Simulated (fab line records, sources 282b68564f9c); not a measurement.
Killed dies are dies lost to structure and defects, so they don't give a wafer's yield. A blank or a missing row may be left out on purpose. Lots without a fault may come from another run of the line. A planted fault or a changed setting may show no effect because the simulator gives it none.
Which tool did it? | flow rit_cmos | 13 lots, 39 wafers sampled, at 2 steps of a route of 202

WHAT THE GAUGES READ, wafer by wafer
RIT_NWELL_OVL_MEAS_06.
lot  | measured    | on         | NWELL_OVL (nm)
L657 | day 1 22:28 | overlay-02 | 1.4 2.0 2.6
L658 | day 2 03:41 | overlay-01 | -0.6 -1.7 -2.0
L659 | day 2 07:41 | overlay-01 | 1.1 0.9 -1.5
L660 | day 2 13:02 | overlay-01 | 1.4 1.2 -0.9
L661 | day 2 17:10 | overlay-01 | -1.9 -1.5 0.4
L662 | day 3 01:22 | overlay-01 | -1.6 -1.8 -1.6
L663 | day 3 05:28 | overlay-01 | 2.2 1.0 2.4
L664 | day 3 08:18 | overlay-02 | - - -
L668 | day 4 03:26 | overlay-02 | - - -
L676 | day 6 05:14 | overlay-01 | -0.1 -0.7 -0.2
L677 | day 6 15:23 | overlay-02 | 1.7 -0.4 1.3
L678 | day 6 21:58 | overlay-02 | -1.4 -1.6 -3.0
L679 | day 7 06:13 | overlay-02 | 0.9 0.5 1.5

WHICH TOOL RAN EACH LOT (tool, then ch and the chambers of the sampled wafers, then the start)
lot  | RIT_NWELL_EXPOSE_03
L657 | iline_stepper-01 ch 0, day 1 22:02
L658 | iline_stepper-02 ch 0, day 2 03:17
L659 | iline_stepper-02 ch 0, day 2 07:15
L660 | iline_stepper-02 ch 0, day 2 12:37
L661 | iline_stepper-01 ch 0, day 2 16:44
L662 | iline_stepper-02 ch 0, day 3 00:56
L663 | iline_stepper-01 ch 0, day 3 05:04
L664 | iline_stepper-01 ch 0, day 3 07:52
L668 | iline_stepper-01 ch 0, day 4 03:01
L676 | iline_stepper-02 ch 0, day 6 04:49
L677 | iline_stepper-02 ch 0, day 6 14:59
L678 | iline_stepper-02 ch 0, day 6 21:34
L679 | iline_stepper-02 ch 0, day 7 05:47
- RIT_NWELL_EXPOSE_03: exposes mask M2, target cd 43900 nm.

WHAT THE TOOLS THEMSELVES READ (means of the sampled wafers that have a number; where no wafer has one, the mark that the record gives instead)
The record holds no such reading with a usual standard deviation.

THE ANSWER, worked out from the rows above alone
Rule: what is usual is taken from the lots themselves. Put in order of their means at a reading, lots are off if they are a third of the lots or fewer, leave a main group of 4 or more, and stand apart from it by a gap of 3 or more times the standard deviation of the main group's means; of several such gaps the widest counts. A main group whose means are all the same, to the digits that the tables above print for the reading, isn't used. A lot without any number at a reading at which 4 lots or more have one is off too. The other lots that the step has rows for count as sound. The gauges are gone through in route order, then the tools' own readings, and for those a lot's mean is taken as printed above. The first step at which some lot is off is used, and at that step the reading that is off furthest; a lot without a number counts as furthest.
Off: L664, L668, at RIT_NWELL_OVL_MEAS_06 (NWELL_OVL). Without a number there: L664, L668. The main group: mean 0.0 nm, standard deviation 1.3.
A tool fits if, at a process step before that reading, it ran every lot that is off, and no sound lot after the first of them. The gauges at RIT_NWELL_OVL_MEAS_06 are tried like those tools. One fits: iline_stepper-01 at RIT_NWELL_EXPOSE_03. Its last sound lot is L663 (day 3 05:04), its first lot that is off L664 (day 3 07:52): a fault that began between those two fits.

WHAT THE SIMULATOR HAD PUT IN
Scanner matching overlay: iline_stepper-01, from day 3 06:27 on, at RIT_NWELL_EXPOSE_03. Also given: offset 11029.
Lots struck among those shown: L664, L668. The rule above found the same.
